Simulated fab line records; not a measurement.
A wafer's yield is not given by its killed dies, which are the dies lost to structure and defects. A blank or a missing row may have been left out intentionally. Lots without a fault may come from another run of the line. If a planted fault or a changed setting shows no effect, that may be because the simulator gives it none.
Code-filled problem report in 8D (eight disciplines) form || flow berkeley_cmos170 || the parts of the form that need people (team, actions taken, sign-off) are left out

1. THE ISSUE
Mean NSD_TW at UCB170_NSD_TW_MEAS_10: 4513 over 6 wafers in 2 lots; fault-free wafers: 4159, standard deviation 37. Relative to the usual mean, that is a shift of +9.6 standard deviations.
First seen on wafer L479.2, day 10 03:38, on film_metro-01. The record holds 42 wafers of 14 lots with a number at this step. By rule, "out" or "out of limits" means more than 4 standard deviations away from the usual mean. All remaining wafers that have a number are taken as sound.

2. WHAT THIS IS AND IS NOT
{"question": "which readings at this step", "is": "NSD_TW", "is not": "-"}
{"question": "which lots", "is": "L479, L482", "is not": "L464, L465, L466, L469, L471, L472, L473, L474, L475, L476, L477, L478"}
{"question": "which wafers of those lots", "is": "all that have a number", "is not": "-"}
{"question": "read on which gauges", "is": "film_metro-01, film_metro-02", "is not": "film_metro-04"}
{"question": "when", "is": "from day 10 03:38", "is not": "up to then (36 sound wafers)"}

3. WHAT RULES OUT EACH SUSPECT
Counting: a tool stays on the suspect list if, at a process step up to the reading, it processed all lots that are out and no sound lot following the first of them.
- the gauge at UCB170_NSD_TW_MEAS_10 is ruled out. 2 gauges (film_metro-01, film_metro-02) read the wafers that are out.
- implanter-02 at UCB170_NSD_IMPLANT_08: kept. Every lot that is out went through it, starting with L479 (day 10 03:24), and after that it ran no sound lot; the last sound lot it ran before then is L477 (day 9 18:38). Out on those wafers are its own readings of beam_energy_keV.
The count leaves implanter-02 at UCB170_NSD_IMPLANT_08.

4. THE CAUSE (what the simulator had put in)
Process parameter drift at UCB170_NSD_IMPLANT_08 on implanter-02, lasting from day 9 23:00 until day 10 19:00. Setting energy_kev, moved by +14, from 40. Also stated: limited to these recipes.
This tool alone remained once counting was done.

5. SEQUENCE OF EFFECTS, ordered by route
Each row: a reading whose mean over the struck wafers that have a number lies more than 3 standard deviations from the usual. Only readings for which the record gives a usual standard deviation are gone through. hours: the time from each lot's start at the first step in this table that gives one to its start at this step, as a median over the lots. sigmas: the change in usual standard deviations.
{"hours": 0, "step": "UCB170_NSD_IMPLANT_08", "reading": "beam_energy_keV", "usual": 40.002, "on struck wafers": 54.000, "change": "+13.998", "sigmas": "+99 or more"}
{"hours": 0, "step": "UCB170_NSD_STRIP_09", "reading": "oes_product_au", "usual": "0.533 a.u.", "on struck wafers": 0.495, "change": -0.038, "sigmas": -9.0}
{"hours": 0, "step": "UCB170_NSD_STRIP_09", "reading": "strip_time_to_endpoint_s", "usual": "35.80 s", "on struck wafers": 40.82, "change": "+5.02", "sigmas": "+52"}
{"hours": 0, "step": "UCB170_NSD_TW_MEAS_10", "reading": "NSD_TW", "usual": 4159, "on struck wafers": 4513, "change": "+354", "sigmas": "+9.6"}
{"hours": 2, "step": "UCB170_SDANNEAL_RS_MEAS_03", "reading": "NSD_RS", "usual": "37.30 ohm/sq", "on struck wafers": 34.18, "change": -3.12, "sigmas": -33}
It contains these process steps:
- UCB170_NSD_IMPLANT_08
- UCB170_NSD_STRIP_09: strips in O2.

6. HOW IT WOULD HAVE BEEN CAUGHT EARLIER
5 hours passed between the start of the fault at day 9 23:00 and the first reading out of limits at a measuring or inspecting step in this record, taken at day 10 03:38.
The tool's own readings at UCB170_NSD_IMPLANT_08 were out on every struck wafer that the step has a row for (beam_energy_keV): an alarm limit on them would have fired on the first of those.
Among the 2 lots that are out, L482 began UCB170_NSD_IMPLANT_08 on implanter-02 after day 10 03:38. A tool hold placed at that time would have kept it from harm.
